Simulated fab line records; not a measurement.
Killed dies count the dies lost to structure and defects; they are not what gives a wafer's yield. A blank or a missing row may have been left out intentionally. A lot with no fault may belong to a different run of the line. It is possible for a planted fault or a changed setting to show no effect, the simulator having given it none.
Split-lot study / flow berkeleyCmos170 / 23 wafers read from 5 lots, route of 331 steps

== THE SPLIT ITSELF ==
At UCB170_SCREENOX_OXIDATION_01 (target thk 14.4 nm, ox time 2400 s), the setting oxTimeS was moved away from the recipe's 2400 s on 15 of the 23 wafers read, by -8.4% to +12.5%. This setting was run at the recipe's value on the other wafers.

The reading is taken at the split's own step.

== THE READING ==
SiO2_of_SCREENOX_OXIDATION_01.thkNm (the simulator's own value, which no gauge read), in nm, at UCB170_SCREENOX_OXIDATION_01 (target thk 14.4 nm, ox time 2400 s). There is no usual value for it anywhere in the file. Across the 8 wafers here that went through the recipe, the average is 14.68 nm and the standard deviation 0.17 nm.

wafer=L074.1; tool, chamber at the split=-, -; oxTimeS as run, s=2400; against the recipe=recipe; SiO2_of_SCREENOX_OXIDATION_01.thkNm, nm=14.51; against lot-mates on the recipe=-
wafer=L074.2; tool, chamber at the split=-, -; oxTimeS as run, s=2400; against the recipe=recipe; SiO2_of_SCREENOX_OXIDATION_01.thkNm, nm=14.5; against lot-mates on the recipe=-
wafer=L074.3; tool, chamber at the split=-, -; oxTimeS as run, s=2400; against the recipe=recipe; SiO2_of_SCREENOX_OXIDATION_01.thkNm, nm=14.57; against lot-mates on the recipe=-
wafer=L074.5; tool, chamber at the split=-, -; oxTimeS as run, s=2400; against the recipe=recipe; SiO2_of_SCREENOX_OXIDATION_01.thkNm, nm=14.53; against lot-mates on the recipe=-
wafer=L074.6; tool, chamber at the split=-, -; oxTimeS as run, s=2400; against the recipe=recipe; SiO2_of_SCREENOX_OXIDATION_01.thkNm, nm=14.64; against lot-mates on the recipe=-
wafer=L076.2; tool, chamber at the split=-, -; oxTimeS as run, s=2699; against the recipe=+12.5%; SiO2_of_SCREENOX_OXIDATION_01.thkNm, nm=14.9; against lot-mates on the recipe=no lot-mate on the recipe
wafer=L076.3; tool, chamber at the split=-, -; oxTimeS as run, s=2699; against the recipe=+12.5%; SiO2_of_SCREENOX_OXIDATION_01.thkNm, nm=14.88; against lot-mates on the recipe=no lot-mate on the recipe
wafer=L076.4; tool, chamber at the split=-, -; oxTimeS as run, s=2699; against the recipe=+12.5%; SiO2_of_SCREENOX_OXIDATION_01.thkNm, nm=15; against lot-mates on the recipe=no lot-mate on the recipe
wafer=L076.5; tool, chamber at the split=-, -; oxTimeS as run, s=2699; against the recipe=+12.5%; SiO2_of_SCREENOX_OXIDATION_01.thkNm, nm=14.91; against lot-mates on the recipe=no lot-mate on the recipe
wafer=L076.6; tool, chamber at the split=-, -; oxTimeS as run, s=2699; against the recipe=+12.5%; SiO2_of_SCREENOX_OXIDATION_01.thkNm, nm=15.01; against lot-mates on the recipe=no lot-mate on the recipe
wafer=L078.1; tool, chamber at the split=-, -; oxTimeS as run, s=2199; against the recipe=-8.4%; SiO2_of_SCREENOX_OXIDATION_01.thkNm, nm=13.75; against lot-mates on the recipe=no lot-mate on the recipe
wafer=L078.2; tool, chamber at the split=-, -; oxTimeS as run, s=2199; against the recipe=-8.4%; SiO2_of_SCREENOX_OXIDATION_01.thkNm, nm=13.91; against lot-mates on the recipe=no lot-mate on the recipe
wafer=L078.4; tool, chamber at the split=-, -; oxTimeS as run, s=2199; against the recipe=-8.4%; SiO2_of_SCREENOX_OXIDATION_01.thkNm, nm=14.05; against lot-mates on the recipe=no lot-mate on the recipe
wafer=L078.5; tool, chamber at the split=-, -; oxTimeS as run, s=2199; against the recipe=-8.4%; SiO2_of_SCREENOX_OXIDATION_01.thkNm, nm=13.94; against lot-mates on the recipe=no lot-mate on the recipe
wafer=L078.6; tool, chamber at the split=-, -; oxTimeS as run, s=2199; against the recipe=-8.4%; SiO2_of_SCREENOX_OXIDATION_01.thkNm, nm=13.98; against lot-mates on the recipe=no lot-mate on the recipe
wafer=L081.1; tool, chamber at the split=-, -; oxTimeS as run, s=2261; against the recipe=-5.8%; SiO2_of_SCREENOX_OXIDATION_01.thkNm, nm=14.11; against lot-mates on the recipe=no lot-mate on the recipe
wafer=L081.2; tool, chamber at the split=-, -; oxTimeS as run, s=2261; against the recipe=-5.8%; SiO2_of_SCREENOX_OXIDATION_01.thkNm, nm=13.88; against lot-mates on the recipe=no lot-mate on the recipe
wafer=L081.3; tool, chamber at the split=-, -; oxTimeS as run, s=2261; against the recipe=-5.8%; SiO2_of_SCREENOX_OXIDATION_01.thkNm, nm=14.36; against lot-mates on the recipe=no lot-mate on the recipe
wafer=L081.5; tool, chamber at the split=-, -; oxTimeS as run, s=2261; against the recipe=-5.8%; SiO2_of_SCREENOX_OXIDATION_01.thkNm, nm=13.84; against lot-mates on the recipe=no lot-mate on the recipe
wafer=L081.6; tool, chamber at the split=-, -; oxTimeS as run, s=2261; against the recipe=-5.8%; SiO2_of_SCREENOX_OXIDATION_01.thkNm, nm=14.06; against lot-mates on the recipe=no lot-mate on the recipe
wafer=L082.2; tool, chamber at the split=furnace-02, 0; oxTimeS as run, s=2400; against the recipe=recipe; SiO2_of_SCREENOX_OXIDATION_01.thkNm, nm=14.92; against lot-mates on the recipe=-
wafer=L082.4; tool, chamber at the split=furnace-02, 0; oxTimeS as run, s=2400; against the recipe=recipe; SiO2_of_SCREENOX_OXIDATION_01.thkNm, nm=14.9; against lot-mates on the recipe=-
wafer=L082.6; tool, chamber at the split=furnace-02, 0; oxTimeS as run, s=2400; against the recipe=recipe; SiO2_of_SCREENOX_OXIDATION_01.thkNm, nm=14.83; against lot-mates on the recipe=-

FIT RESULTS
A straight line over all 23 wafers: SiO2_of_SCREENOX_OXIDATION_01.thkNm changes by +0.0495 nm for each +1% of oxTimeS; r = +0.86; the points scatter about the line by 0.23 nm.
Too few moved wafers with a lot-mate on the recipe to fit a line net of each lot's own level.

== FILE'S OWN FIT ==
SiO2_of_SCREENOX_OXIDATION_01.thkNm changes by +0.0496 nm for each +1% of oxTimeS, r = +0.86.
